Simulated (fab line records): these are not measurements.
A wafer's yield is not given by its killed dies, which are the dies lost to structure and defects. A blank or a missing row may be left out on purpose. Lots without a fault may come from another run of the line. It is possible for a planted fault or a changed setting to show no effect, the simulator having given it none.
What tool caused it?	flow berkeley-cmos170	Sampling: 7 lots, 21 wafers, 3 of 331 route steps

== WHAT THE GAUGES SHOWED, per wafer ==
UCB170_NLDD_TW_MEAS_11.
lot	measured	on	NLDD_TW
L313	day 8 00:03	film-metro-03	2179 2170 2180
L314	day 8 07:50	film-metro-03	2173 2166 2182
L323	day 9 21:46	film-metro-02	2489 2470 2477
L325	day 10 07:32	film-metro-01	2202 2199 2190
L328	day 10 17:19	film-metro-03	2183 2182 2198
L333	day 11 21:49	film-metro-01	2210 2217 2209
L334	day 11 21:32	film-metro-02	2235 2249 2257

== TOOL THAT RAN EACH LOT (tool first, then ch and the chambers of the sampled wafers, then the start) ==
lot	UCB170_GATE_ETCH_15	UCB170_NLDD_IMPLANT_08
L313	rie-si-02 ch 1,3, day 7 18:31	implanter-01 ch 0, day 7 23:41
L314	rie-si-01 ch 0,2, day 8 01:58	implanter-04 ch 0, day 8 07:27
L323	rie-si-02 ch 1,2, day 9 11:53	implanter-03 ch 0, day 9 20:44
L325	rie-si-02 ch 0,2, day 10 02:41	implanter-03 ch 0, day 10 07:09
L328	rie-si-02 ch 0,1,2, day 10 09:40	implanter-03 ch 0, day 10 16:56
L333	rie-si-02 ch 0,1,2, day 11 16:24	implanter-03 ch 0, day 11 21:25
L334	rie-si-01 ch 0,1,3, day 11 15:59	implanter-04 ch 0, day 11 21:08
- UCB170_GATE_ETCH_15: etches poly-Si in HBr/Cl2, stops on SiO2, time 56.3 s, target depth 278.2 nm.
- UCB170_NLDD_IMPLANT_08

== THE ANSWER, worked out from the rows above alone ==
Rule: the usual values come from the lots themselves. Put in order of their means at a reading, lots are off if they are a third of the lots or fewer, leave a main group of 4 or more, and stand apart from it by a gap of 3 or more times the standard deviation of the main group's means; of several such gaps the widest counts. A main group is skipped when, at the precision printed for the reading in the tables above, its means are all equal. A lot without any number at a reading at which 4 lots or more have one is off too. Any other lot the step has rows for is counted as sound.
Off: L323, at UCB170_NLDD_TW_MEAS_11 (NLDD_TW). Main group: mean 2199, sd 25.
A tool fits if, at a process step before that reading, it ran every lot that is off, and no sound lot after the first of them. Gauges at UCB170_NLDD_TW_MEAS_11: tried the same way as those tools. No candidate that was tried fits.

== WHAT HAD BEEN PUT IN BY THE SIMULATOR ==
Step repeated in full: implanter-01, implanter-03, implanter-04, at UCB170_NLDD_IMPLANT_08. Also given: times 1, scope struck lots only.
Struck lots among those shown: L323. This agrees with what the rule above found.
